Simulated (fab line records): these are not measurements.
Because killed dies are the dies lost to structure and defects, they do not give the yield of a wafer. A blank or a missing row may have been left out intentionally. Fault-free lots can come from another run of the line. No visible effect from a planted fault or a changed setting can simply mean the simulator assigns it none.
Which tool is to blame? || flow ritCmos || Sampling: 13 lots, 39 wafers, 6 of 202 route steps

== WHAT EACH GAUGE READ, for each wafer ==
RIT_NWELL_OVL_MEAS_06. Usual: NWELL_OVL gives 0.6 nm (standard deviation 1.4).
{"lot": "L759", "measured": "day 1 20:47", "on": "overlay-02", "NWELL_OVL (nm)": "-0.7 -1.5 0.8", "flag": ""}
{"lot": "L760", "measured": "day 2 01:23", "on": "overlay-01", "NWELL_OVL (nm)": "-0.8 0.1 2.8", "flag": ""}
{"lot": "L761", "measured": "day 2 07:45", "on": "overlay-02", "NWELL_OVL (nm)": "2.0 0.0 0.2", "flag": ""}
{"lot": "L762", "measured": "day 2 11:17", "on": "overlay-01", "NWELL_OVL (nm)": "1.2 2.3 -0.7", "flag": ""}
{"lot": "L763", "measured": "day 2 17:28", "on": "overlay-01", "NWELL_OVL (nm)": "1.6 0.9 2.3", "flag": ""}
{"lot": "L764", "measured": "day 2 21:59", "on": "overlay-02", "NWELL_OVL (nm)": "-0.1 -0.8 -0.4", "flag": ""}
{"lot": "L765", "measured": "day 3 03:39", "on": "overlay-02", "NWELL_OVL (nm)": "1.9 -1.6 1.7", "flag": ""}
{"lot": "L769", "measured": "day 3 22:19", "on": "overlay-02", "NWELL_OVL (nm)": "1.7 2.9 3.4", "flag": ""}
{"lot": "L771", "measured": "day 4 08:11", "on": "overlay-01", "NWELL_OVL (nm)": "-1.3 -0.7 0.2", "flag": ""}
{"lot": "L773", "measured": "day 4 18:15", "on": "overlay-01", "NWELL_OVL (nm)": "-0.1 0.8 1.5", "flag": ""}
{"lot": "L780", "measured": "day 6 05:25", "on": "overlay-01", "NWELL_OVL (nm)": "-0.9 -1.0 -0.7", "flag": ""}
{"lot": "L781", "measured": "day 6 14:13", "on": "overlay-02", "NWELL_OVL (nm)": "2.4 2.6 2.3", "flag": ""}
{"lot": "L782", "measured": "day 6 17:41", "on": "overlay-01", "NWELL_OVL (nm)": "0.8 -0.3 -1.1", "flag": ""}

RIT_PRETRO_TW_MEAS_10. Usual: PRETRO_TW gives 471 (standard deviation 5.5).
{"lot": "L759", "measured": "day 2 07:46", "on": "filmMetro-01", "PRETRO_TW": "465 468 466", "flag": ""}
{"lot": "L760", "measured": "day 2 12:37", "on": "filmMetro-02", "PRETRO_TW": "478 479 477", "flag": ""}
{"lot": "L761", "measured": "day 2 19:02", "on": "filmMetro-01", "PRETRO_TW": "464 464 466", "flag": ""}
{"lot": "L762", "measured": "day 2 22:06", "on": "filmMetro-04", "PRETRO_TW": "475 471 473", "flag": ""}
{"lot": "L763", "measured": "day 3 04:09", "on": "filmMetro-02", "PRETRO_TW": "476 476 475", "flag": ""}
{"lot": "L764", "measured": "day 3 08:42", "on": "filmMetro-02", "PRETRO_TW": "475 476 475", "flag": ""}
{"lot": "L765", "measured": "day 3 14:29", "on": "filmMetro-02", "PRETRO_TW": "476 479 477", "flag": ""}
{"lot": "L769", "measured": "day 4 10:31", "on": "filmMetro-01", "PRETRO_TW": "466 465 465", "flag": ""}
{"lot": "L771", "measured": "day 4 19:10", "on": "filmMetro-01", "PRETRO_TW": "467 468 466", "flag": ""}
{"lot": "L773", "measured": "day 5 06:02", "on": "filmMetro-02", "PRETRO_TW": "478 481 480", "flag": ""}
{"lot": "L780", "measured": "day 6 16:15", "on": "filmMetro-01", "PRETRO_TW": "464 465 466", "flag": ""}
{"lot": "L781", "measured": "day 7 01:12", "on": "filmMetro-01", "PRETRO_TW": "466 467 469", "flag": ""}
{"lot": "L782", "measured": "day 7 06:02", "on": "filmMetro-01", "PRETRO_TW": "466 467 469", "flag": ""}

RIT_SPACER_THK_MEAS_04. Usual: SPACER_NITRIDE_THK gives 250.1 nm (standard deviation 2.5).
{"lot": "L759", "measured": "day 2 21:32", "on": "filmMetro-01", "SPACER_NITRIDE_THK (nm)": "250.8 249.4 250.1", "flag": ""}
{"lot": "L760", "measured": "day 3 03:27", "on": "filmMetro-02", "SPACER_NITRIDE_THK (nm)": "251.0 251.8 250.2", "flag": ""}
{"lot": "L761", "measured": "day 3 11:05", "on": "filmMetro-04", "SPACER_NITRIDE_THK (nm)": "253.5 254.1 251.3", "flag": ""}
{"lot": "L762", "measured": "day 3 15:13", "on": "filmMetro-01", "SPACER_NITRIDE_THK (nm)": "249.2 247.9 249.7", "flag": ""}
{"lot": "L763", "measured": "day 3 18:46", "on": "filmMetro-02", "SPACER_NITRIDE_THK (nm)": "253.7 251.6 250.7", "flag": ""}
{"lot": "L764", "measured": "day 3 22:55", "on": "filmMetro-02", "SPACER_NITRIDE_THK (nm)": "246.3 247.2 247.7", "flag": ""}
{"lot": "L765", "measured": "day 4 04:10", "on": "filmMetro-01", "SPACER_NITRIDE_THK (nm)": "250.4 247.6 248.0", "flag": ""}
{"lot": "L769", "measured": "day 5 00:05", "on": "filmMetro-04", "SPACER_NITRIDE_THK (nm)": "420.0 421.0 419.3", "flag": "OFF"}
{"lot": "L771", "measured": "day 5 08:45", "on": "filmMetro-04", "SPACER_NITRIDE_THK (nm)": "247.3 246.5 248.5", "flag": ""}
{"lot": "L773", "measured": "day 5 19:37", "on": "filmMetro-02", "SPACER_NITRIDE_THK (nm)": "249.5 247.0 250.4", "flag": ""}
{"lot": "L780", "measured": "day 7 06:51", "on": "filmMetro-04", "SPACER_NITRIDE_THK (nm)": "251.2 252.5 249.4", "flag": ""}
{"lot": "L781", "measured": "day 7 17:23", "on": "filmMetro-04", "SPACER_NITRIDE_THK (nm)": "249.5 247.9 249.5", "flag": ""}
{"lot": "L782", "measured": "day 7 20:58", "on": "filmMetro-01", "SPACER_NITRIDE_THK (nm)": "252.1 252.5 252.0", "flag": ""}

RIT_M1_OVL_MEAS_10. Usual: M1_OVL gives -0.1 nm (standard deviation 1.4).
{"lot": "L759", "measured": "day 3 06:02", "on": "overlay-02", "M1_OVL (nm)": "-3.3 -1.3 -1.2", "flag": ""}
{"lot": "L760", "measured": "day 3 12:14", "on": "overlay-01", "M1_OVL (nm)": "-1.0 -0.9 1.1", "flag": ""}
{"lot": "L761", "measured": "day 3 19:43", "on": "overlay-01", "M1_OVL (nm)": "1.4 1.9 -0.1", "flag": ""}
{"lot": "L762", "measured": "day 3 23:36", "on": "overlay-01", "M1_OVL (nm)": "0.6 0.7 0.0", "flag": ""}
{"lot": "L763", "measured": "day 4 03:27", "on": "overlay-01", "M1_OVL (nm)": "-2.3 -1.8 -1.5", "flag": ""}
{"lot": "L764", "measured": "day 4 07:20", "on": "overlay-02", "M1_OVL (nm)": "-1.3 0.8 -0.8", "flag": ""}
{"lot": "L765", "measured": "day 4 12:53", "on": "overlay-01", "M1_OVL (nm)": "2.2 0.3 -0.4", "flag": ""}
{"lot": "L771", "measured": "day 5 17:17", "on": "overlay-01", "M1_OVL (nm)": "1.6 -2.1 -2.8", "flag": ""}
{"lot": "L773", "measured": "day 6 04:25", "on": "overlay-01", "M1_OVL (nm)": "0.3 1.0 -0.8", "flag": ""}
{"lot": "L780", "measured": "day 7 15:15", "on": "overlay-01", "M1_OVL (nm)": "1.1 1.2 2.4", "flag": ""}
{"lot": "L781", "measured": "day 8 02:29", "on": "overlay-01", "M1_OVL (nm)": "1.9 0.5 2.0", "flag": ""}
{"lot": "L782", "measured": "day 8 05:53", "on": "overlay-02", "M1_OVL (nm)": "1.2 0.1 -0.7", "flag": ""}

== WHAT TOOL EACH LOT RAN ON (gives the tool, then ch and the chambers of the sampled wafers, and finally the start) ==
{"lot": "L759", "RIT_SPACER_CVD_03": "lpcvd-01 ch 0, day 2 19:37", "RIT_SPACER_ETCHBACK_05": "rieDiel-04 ch 0,2,3, day 2 21:36"}
{"lot": "L760", "RIT_SPACER_CVD_03": "lpcvd-02 ch 0, day 3 01:32", "RIT_SPACER_ETCHBACK_05": "rieDiel-01 ch 1,2,3, day 3 03:31"}
{"lot": "L761", "RIT_SPACER_CVD_03": "lpcvd-01 ch 1, day 3 09:10", "RIT_SPACER_ETCHBACK_05": "rieDiel-01 ch 0,1,3, day 3 11:08"}
{"lot": "L762", "RIT_SPACER_CVD_03": "lpcvd-02 ch 1, day 3 12:18", "RIT_SPACER_ETCHBACK_05": "rieDiel-04 ch 0,1,3, day 3 15:14"}
{"lot": "L763", "RIT_SPACER_CVD_03": "lpcvd-01 ch 0, day 3 16:50", "RIT_SPACER_ETCHBACK_05": "rieDiel-02 ch 0,1, day 3 18:49"}
{"lot": "L764", "RIT_SPACER_CVD_03": "lpcvd-02 ch 1, day 3 20:59", "RIT_SPACER_ETCHBACK_05": "rieDiel-01 ch 1,2, day 3 22:58"}
{"lot": "L765", "RIT_SPACER_CVD_03": "lpcvd-02 ch 0, day 4 02:14", "RIT_SPACER_ETCHBACK_05": "rieDiel-04 ch 2,3, day 4 04:13"}
{"lot": "L769", "RIT_SPACER_CVD_03": "lpcvd-01 ch 0, day 4 22:11", "RIT_SPACER_ETCHBACK_05": "rieDiel-02 ch 0,2,3, day 5 00:09"}
{"lot": "L771", "RIT_SPACER_CVD_03": "lpcvd-02 ch 0, day 5 06:50", "RIT_SPACER_ETCHBACK_05": "rieDiel-04 ch 0,1,3, day 5 08:49"}
{"lot": "L773", "RIT_SPACER_CVD_03": "lpcvd-02 ch 1, day 5 17:41", "RIT_SPACER_ETCHBACK_05": "rieDiel-02 ch 0,2,3, day 5 19:40"}
{"lot": "L780", "RIT_SPACER_CVD_03": "lpcvd-02 ch 1, day 7 04:56", "RIT_SPACER_ETCHBACK_05": "rieDiel-02 ch 1,2, day 7 06:55"}
{"lot": "L781", "RIT_SPACER_CVD_03": "lpcvd-02 ch 0, day 7 15:28", "RIT_SPACER_ETCHBACK_05": "rieDiel-01 ch 2,3, day 7 17:26"}
{"lot": "L782", "RIT_SPACER_CVD_03": "lpcvd-01 ch 0, day 7 19:02", "RIT_SPACER_ETCHBACK_05": "rieDiel-02 ch 0,2,3, day 7 21:01"}
- RIT_SPACER_CVD_03: deposits Si3N4 from SiH2Cl2/NH3, target thk 250 nm, time 3300 s.
- RIT_SPACER_ETCHBACK_05: etches Si3N4 in SF6/CHF3, stops on SiO2, target depth 250 nm, time 229.5 s.

== WHAT THE TOOLS THEMSELVES READ (means of the sampled wafers that have a number; where no wafer has one, the mark that the record gives instead) ==
RIT_SPACER_CVD_03. Usual: value, then standard deviation, for each; spikeTcCentreC 812.5 C / 1.2; spikeTcLoadC 832.8 C / 2; spikeTcSourceC 833.8 C / 1.9; susceptorTempC 810.0 C / 0.32; zonePowerCentrePct 37.7 % / 0.96; zonePowerLoadPct 21.4 % / 1.6; zonePowerSourcePct 21.2 % / 0.33.
{"lot": "L759", "tool": "lpcvd-01", "spikeTcCentreC (C)": 812.8, "spikeTcLoadC (C)": 834.1, "spikeTcSourceC (C)": 836.2, "susceptorTempC (C)": 810.3, "zonePowerCentrePct (%)": 37.6, "zonePowerLoadPct (%)": 21.8, "zonePowerSourcePct (%)": 20.9, "flag": ""}
{"lot": "L760", "tool": "lpcvd-02", "spikeTcCentreC (C)": 811.3, "spikeTcLoadC (C)": 833.7, "spikeTcSourceC (C)": 831.1, "susceptorTempC (C)": 810.1, "zonePowerCentrePct (%)": 37.6, "zonePowerLoadPct (%)": 21.4, "zonePowerSourcePct (%)": 20.9, "flag": ""}
{"lot": "L761", "tool": "lpcvd-01", "spikeTcCentreC (C)": 812.5, "spikeTcLoadC (C)": 834.1, "spikeTcSourceC (C)": 834.2, "susceptorTempC (C)": 810.1, "zonePowerCentrePct (%)": 39.1, "zonePowerLoadPct (%)": 19.0, "zonePowerSourcePct (%)": 21.4, "flag": ""}
{"lot": "L762", "tool": "lpcvd-02", "spikeTcCentreC (C)": 813.1, "spikeTcLoadC (C)": 829.9, "spikeTcSourceC (C)": 832.9, "susceptorTempC (C)": 809.8, "zonePowerCentrePct (%)": 36.5, "zonePowerLoadPct (%)": 23.7, "zonePowerSourcePct (%)": 21.4, "flag": ""}
{"lot": "L763", "tool": "lpcvd-01", "spikeTcCentreC (C)": 811.7, "spikeTcLoadC (C)": 834.9, "spikeTcSourceC (C)": 835.9, "susceptorTempC (C)": 810.1, "zonePowerCentrePct (%)": 37.3, "zonePowerLoadPct (%)": 21.6, "zonePowerSourcePct (%)": 21.1, "flag": ""}
{"lot": "L764", "tool": "lpcvd-02", "spikeTcCentreC (C)": 813.8, "spikeTcLoadC (C)": 829.9, "spikeTcSourceC (C)": 832.5, "susceptorTempC (C)": 810.3, "zonePowerCentrePct (%)": 36.8, "zonePowerLoadPct (%)": 23.4, "zonePowerSourcePct (%)": 21.6, "flag": ""}
{"lot": "L765", "tool": "lpcvd-02", "spikeTcCentreC (C)": 810.6, "spikeTcLoadC (C)": 833.3, "spikeTcSourceC (C)": 831.7, "susceptorTempC (C)": 809.7, "zonePowerCentrePct (%)": 37.4, "zonePowerLoadPct (%)": 21.4, "zonePowerSourcePct (%)": 21.1, "flag": ""}
{"lot": "L769", "tool": "lpcvd-01", "spikeTcCentreC (C)": 890.5, "spikeTcLoadC (C)": 912.7, "spikeTcSourceC (C)": 914.3, "susceptorTempC (C)": 887.3, "zonePowerCentrePct (%)": 41.3, "zonePowerLoadPct (%)": 26.4, "zonePowerSourcePct (%)": 25.4, "flag": "OFF"}
{"lot": "L771", "tool": "lpcvd-02", "spikeTcCentreC (C)": 810.5, "spikeTcLoadC (C)": 832.7, "spikeTcSourceC (C)": 830.4, "susceptorTempC (C)": 809.9, "zonePowerCentrePct (%)": 37.3, "zonePowerLoadPct (%)": 21.6, "zonePowerSourcePct (%)": 21.0, "flag": ""}
{"lot": "L773", "tool": "lpcvd-02", "spikeTcCentreC (C)": 812.7, "spikeTcLoadC (C)": 830.3, "spikeTcSourceC (C)": 833.7, "susceptorTempC (C)": 810.1, "zonePowerCentrePct (%)": 37.1, "zonePowerLoadPct (%)": 23.7, "zonePowerSourcePct (%)": 21.5, "flag": ""}
{"lot": "L780", "tool": "lpcvd-02", "spikeTcCentreC (C)": 812.1, "spikeTcLoadC (C)": 830.1, "spikeTcSourceC (C)": 832.5, "susceptorTempC (C)": 810.2, "zonePowerCentrePct (%)": 37.2, "zonePowerLoadPct (%)": 23.4, "zonePowerSourcePct (%)": 21.5, "flag": ""}
{"lot": "L781", "tool": "lpcvd-02", "spikeTcCentreC (C)": 811.2, "spikeTcLoadC (C)": 831.4, "spikeTcSourceC (C)": 831.8, "susceptorTempC (C)": 810.0, "zonePowerCentrePct (%)": 36.8, "zonePowerLoadPct (%)": 21.4, "zonePowerSourcePct (%)": 21.2, "flag": ""}
{"lot": "L782", "tool": "lpcvd-01", "spikeTcCentreC (C)": 811.7, "spikeTcLoadC (C)": 835.1, "spikeTcSourceC (C)": 836.2, "susceptorTempC (C)": 810.0, "zonePowerCentrePct (%)": 37.5, "zonePowerLoadPct (%)": 21.7, "zonePowerSourcePct (%)": 20.9, "flag": ""}

RIT_SPACER_ETCHBACK_05. Usual: chamberPressureMTorr 40.00 mTorr, standard deviation 0.033; drypumpMotorCurrentA 5.5 A, standard deviation 0.53; oesProductAu 0.871 a.u., standard deviation 0.016; throttleValvePct 10.37 %, standard deviation 0.16.
{"lot": "L759", "tool": "rieDiel-04", "chamberPressureMTorr (mTorr)": 40.00, "drypumpMotorCurrentA (A)": 5.4, "oesProductAu (a.u.)": 0.871, "throttleValvePct (%)": 10.43, "flag": ""}
{"lot": "L760", "tool": "rieDiel-01", "chamberPressureMTorr (mTorr)": 39.99, "drypumpMotorCurrentA (A)": 5.7, "oesProductAu (a.u.)": 0.883, "throttleValvePct (%)": 10.41, "flag": ""}
{"lot": "L761", "tool": "rieDiel-01", "chamberPressureMTorr (mTorr)": 39.98, "drypumpMotorCurrentA (A)": 5.8, "oesProductAu (a.u.)": 0.885, "throttleValvePct (%)": 10.42, "flag": ""}
{"lot": "L762", "tool": "rieDiel-04", "chamberPressureMTorr (mTorr)": 40.02, "drypumpMotorCurrentA (A)": 5.6, "oesProductAu (a.u.)": 0.865, "throttleValvePct (%)": 10.54, "flag": ""}
{"lot": "L763", "tool": "rieDiel-02", "chamberPressureMTorr (mTorr)": 40.02, "drypumpMotorCurrentA (A)": 5.6, "oesProductAu (a.u.)": 0.871, "throttleValvePct (%)": 10.38, "flag": ""}
{"lot": "L764", "tool": "rieDiel-01", "chamberPressureMTorr (mTorr)": 40.01, "drypumpMotorCurrentA (A)": 6.0, "oesProductAu (a.u.)": 0.878, "throttleValvePct (%)": 10.38, "flag": ""}
{"lot": "L765", "tool": "rieDiel-04", "chamberPressureMTorr (mTorr)": 39.98, "drypumpMotorCurrentA (A)": 5.2, "oesProductAu (a.u.)": 0.871, "throttleValvePct (%)": 10.41, "flag": ""}
{"lot": "L769", "tool": "rieDiel-02", "chamberPressureMTorr (mTorr)": 40.00, "drypumpMotorCurrentA (A)": 5.3, "oesProductAu (a.u.)": 1.005, "throttleValvePct (%)": 10.24, "flag": "OFF"}
{"lot": "L771", "tool": "rieDiel-04", "chamberPressureMTorr (mTorr)": 39.99, "drypumpMotorCurrentA (A)": 5.6, "oesProductAu (a.u.)": 0.863, "throttleValvePct (%)": 10.54, "flag": ""}
{"lot": "L773", "tool": "rieDiel-02", "chamberPressureMTorr (mTorr)": 40.01, "drypumpMotorCurrentA (A)": 5.3, "oesProductAu (a.u.)": 0.865, "throttleValvePct (%)": 10.19, "flag": ""}
{"lot": "L780", "tool": "rieDiel-02", "chamberPressureMTorr (mTorr)": 40.03, "drypumpMotorCurrentA (A)": 5.5, "oesProductAu (a.u.)": 0.864, "throttleValvePct (%)": 10.45, "flag": ""}
{"lot": "L781", "tool": "rieDiel-01", "chamberPressureMTorr (mTorr)": 40.01, "drypumpMotorCurrentA (A)": 5.4, "oesProductAu (a.u.)": 0.880, "throttleValvePct (%)": 10.41, "flag": ""}
{"lot": "L782", "tool": "rieDiel-02", "chamberPressureMTorr (mTorr)": 39.99, "drypumpMotorCurrentA (A)": 5.3, "oesProductAu (a.u.)": 0.873, "throttleValvePct (%)": 10.19, "flag": ""}

== THE ANSWER, worked out from the rows above alone ==
Rule: a lot is off if the mean of its wafers that have a number lies more than 3 standard deviations from the usual mean. A lot without any number at a reading at which 4 lots or more have one is off too. Any other lot the step has rows for is counted as sound. First the gauges in route order, then the tools' own readings, where a lot's mean is used as printed above. At the first step where some lot is off, the reading lying furthest off is the one used; lots without a number count as furthest.
Off: at RIT_SPACER_THK_MEAS_04 (SPACER_NITRIDE_THK), L769.
A tool fits if, at a process step before that reading, it ran every lot that is off, and no sound lot after the first of them. Not tried: the gauges at RIT_SPACER_THK_MEAS_04; whatever is off there is also off at RIT_SPACER_CVD_03, on other tools, and gauge error can't account for it. No candidate that was tried fits.

== WHAT THE SIMULATOR HAD PUT IN ==
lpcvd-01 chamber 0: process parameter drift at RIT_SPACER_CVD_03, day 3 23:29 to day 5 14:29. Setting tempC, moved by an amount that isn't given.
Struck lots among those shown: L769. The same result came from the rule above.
